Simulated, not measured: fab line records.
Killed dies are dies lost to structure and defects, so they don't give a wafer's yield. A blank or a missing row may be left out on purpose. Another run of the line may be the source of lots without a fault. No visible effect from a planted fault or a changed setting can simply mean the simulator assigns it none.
Which of the tools did it? :: flow ritCmos :: 7 lots, 21 wafers sampled, at 2 steps of a route of 202

== WHAT THE GAUGES READ, wafer by wafer ==
RIT_GATE_CD_MEAS_16: target cd 150 nm.
lot: L271
measured: day 3 11:07
on: cdSem-01
cdNm (nm): 147.6 146.8 149.3

lot: L274
measured: day 4 01:35
on: cdSem-01
cdNm (nm): 151.5 154.0 153.1

lot: L278
measured: day 4 21:07
on: cdSem-01
cdNm (nm): 149.3 150.6 152.9

lot: L282
measured: day 5 15:54
on: cdSem-02
cdNm (nm): 148.0 149.1 146.2

lot: L285
measured: day 6 10:08
on: cdSem-01
cdNm (nm): 150.0 150.2 150.6

lot: L288
measured: day 7 03:34
on: cdSem-01
cdNm (nm): 148.8 144.5 145.6

lot: L290
measured: day 7 10:12
on: cdSem-02
cdNm (nm): 148.5 150.4 147.3

== TOOL THAT RAN EACH LOT (tool first, then ch and the chambers of the sampled wafers, then the start) ==
lot: L271
RIT_GATE_COAT_11: lithoTrack-04 ch 0, day 3 10:25

lot: L274
RIT_GATE_COAT_11: lithoTrack-03 ch 0, day 4 00:53

lot: L278
RIT_GATE_COAT_11: lithoTrack-03 ch 0, day 4 20:25

lot: L282
RIT_GATE_COAT_11: lithoTrack-03 ch 0, day 5 15:13

lot: L285
RIT_GATE_COAT_11: lithoTrack-01 ch 0, day 6 09:26

lot: L288
RIT_GATE_COAT_11: lithoTrack-01 ch 0, day 7 02:52

lot: L290
RIT_GATE_COAT_11: lithoTrack-04 ch 0, day 7 09:30
- RIT_GATE_COAT_11: resist thk 850 nm.

== THE ANSWER, worked out from the rows above alone ==
Rule: usual is defined by the lots themselves. The widest of any qualifying gaps counts: lots, ordered by their means at a reading, are off when they make up no more than a third of the lots, leave a main group of 4 or more, and stand apart from it by 3 or more times the standard deviation of that group's means. A main group is skipped when, at the precision printed for the reading in the tables above, its means are all equal. A lot without any number at a reading at which 4 lots or more have one is off too. Any other lot the step has rows for is counted as sound.
Nothing can be told from this: no lot is off at any reading shown.

== WHAT HAD BEEN PUT IN BY THE SIMULATOR ==
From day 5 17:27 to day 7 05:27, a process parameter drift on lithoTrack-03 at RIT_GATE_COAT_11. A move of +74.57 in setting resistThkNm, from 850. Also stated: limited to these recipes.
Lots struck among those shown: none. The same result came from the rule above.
